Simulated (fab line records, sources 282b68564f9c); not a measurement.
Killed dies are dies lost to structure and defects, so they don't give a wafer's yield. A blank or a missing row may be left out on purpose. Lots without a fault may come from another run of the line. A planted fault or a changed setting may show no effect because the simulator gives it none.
Which tool did it? | flow rit_cmos | 6 lots, 18 wafers sampled, at 2 steps of a route of 202

WHAT THE GAUGES READ, wafer by wafer
RIT_ACTIVE_CD_MEAS_11: target cd 1400 nm.
lot  | measured    | on        | cd_nm (nm)
L766 | day 1 19:35 | cd_sem-02 | 1400.9 1400.4 1400.7
L770 | day 2 15:34 | cd_sem-01 | 1401.1 1398.5 1400.3
L774 | day 3 11:35 | cd_sem-01 | 1401.4 1400.4 1402.7
L776 | day 3 21:35 | cd_sem-02 | 1402.7 1401.2 1401.2
L780 | day 4 17:28 | cd_sem-02 | 1399.6 1398.4 1400.5
L787 | day 6 05:21 | cd_sem-02 | 1399.2 1398.0 1397.9

WHICH TOOL RAN EACH LOT (tool, then ch and the chambers of the sampled wafers, then the start)
lot  | RIT_ACTIVE_EXPOSE_08
L766 | iline_stepper-01 ch 0, day 1 19:11
L770 | iline_stepper-01 ch 0, day 2 15:10
L774 | iline_stepper-01 ch 0, day 3 11:11
L776 | iline_stepper-02 ch 0, day 3 21:11
L780 | iline_stepper-02 ch 0, day 4 17:04
L787 | iline_stepper-01 ch 0, day 6 04:52
- RIT_ACTIVE_EXPOSE_08: exposes mask M1, target cd 1400 nm.

THE ANSWER, worked out from the rows above alone
Rule: what is usual is taken from the lots themselves. Put in order of their means at a reading, lots are off if they are a third of the lots or fewer, leave a main group of 4 or more, and stand apart from it by a gap of 3 or more times the standard deviation of the main group's means; of several such gaps the widest counts. A main group whose means are all the same, to the digits that the tables above print for the reading, isn't used. A lot without any number at a reading at which 4 lots or more have one is off too. The other lots that the step has rows for count as sound.
No lot is off at any reading shown: from this, nothing can be told.

WHAT THE SIMULATOR HAD PUT IN
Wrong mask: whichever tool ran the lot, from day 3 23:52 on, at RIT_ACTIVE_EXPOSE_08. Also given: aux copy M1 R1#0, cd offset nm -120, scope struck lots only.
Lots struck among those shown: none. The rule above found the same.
